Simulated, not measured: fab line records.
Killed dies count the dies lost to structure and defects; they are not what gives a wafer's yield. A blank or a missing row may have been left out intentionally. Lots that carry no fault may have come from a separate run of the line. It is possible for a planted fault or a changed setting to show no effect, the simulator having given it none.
Struck lot and sound lot, side by side || flow rit-cmos || 15 steps out of a route of 202
Sound: the wafers L677.2, L677.3, L677.4. Wafers L682.1, L682.2, L682.6 were the ones struck. At the end, the cause is stated.
Each step with rows lists, per side, the tool, then ch with its chambers, then its first start. Under that, the readings that differ: sound wafers || struck wafers || difference of the means || sigmas: that difference in standard deviations of wafers without a fault.
alike: same words and numbers on both sides, and readings whose means sit less than 2 such deviations apart. not compared: any withheld reading, any reading some wafer has no value for, any bound like >300 that may hide the same value, and any number with overlapping values for which the record gives no deviation.
The two part at a step that has a row with sigmas, a row that says differs or no value, or rows on one side only. Non-overlapping numbers with no deviation appear without sigmas and do not part them. A reading that every wafer of one side lacks parts them only if that side has two wafers or more.

first, 4 steps without rows for these wafers: RIT_NRETRO_SOFTBAKE_02 (time 60 s); RIT_NRETRO_EXPOSE_03 (exposes mask M4, target cd 43900 nm); RIT_NRETRO_PEB_04; RIT_NRETRO_DEVELOP_05 (develop time 68 s).
RIT_NRETRO_OVL_MEAS_06:
  sound on overlay-01 at day 3 16:29; struck on overlay-02 at day 4 17:07
  alike: NRETRO_OVL
then, 2 steps without rows for these wafers: RIT_NRETRO_HARDBAKE_07 (time 120 s); RIT_NRETRO_IMPLANT_08.
RIT_NRETRO_STRIP_09: strips in O2, time 180 s.
  sound on plasma-asher-04 ch 0,1, day 3 16:55; struck on plasma-asher-03 ch 0,1, day 4 17:32
  alike: drypump-motor-current-A
  not compared: rf-hours-counter-h
RIT_NRETRO_TW_MEAS_10:
  sound on film-metro-04 at day 3 17:06; struck on film-metro-02 at day 4 17:43
  alike: NRETRO_TW
then, 3 steps without rows for these wafers: RIT_PRETRO_HMDS_00 (prime time 60 s); RIT_PRETRO_COAT_01 (resist thk 1300 nm); RIT_PRETRO_SOFTBAKE_02 (time 60 s).
RIT_PRETRO_EXPOSE_03: exposes mask M5, target cd 43700 nm.
  sound on iline-stepper-02 ch 0, day 3 17:45; struck on iline-stepper-01 ch 0, day 4 18:14
{"reading": "mask", "sound": "M5#0 M5#0 M5#0", "struck": "M5_R1#0 M5_R1#0 M5_R1#0", "difference": "differs", "sigmas": ""}
then, 1 step without rows for these wafers: RIT_PRETRO_PEB_04.
RIT_M1_PROBE_99:
  sound on prober-01 at day 4 19:30; struck on prober-02 at day 6 00:03
{"reading": "killed_at_M0_to_M3", "sound": "0 0 0", "struck": "0 0 1", "difference": "+0", "sigmas": "+3"}
{"reading": "model.etest.retro-edge-nmos.off-log10-a-um", "sound": "-9.89 -9.46 -9.752", "struck": "-7.684 -7.757 -7.995", "difference": "+1.889", "sigmas": ""}
  alike: killed-at-front-end, killed-dies, killed-open, killed-short

## WHERE THEY PART
First at RIT_PRETRO_EXPOSE_03; last, within this record, at RIT_M1_PROBE_99.

WHY: whatever the simulator had introduced
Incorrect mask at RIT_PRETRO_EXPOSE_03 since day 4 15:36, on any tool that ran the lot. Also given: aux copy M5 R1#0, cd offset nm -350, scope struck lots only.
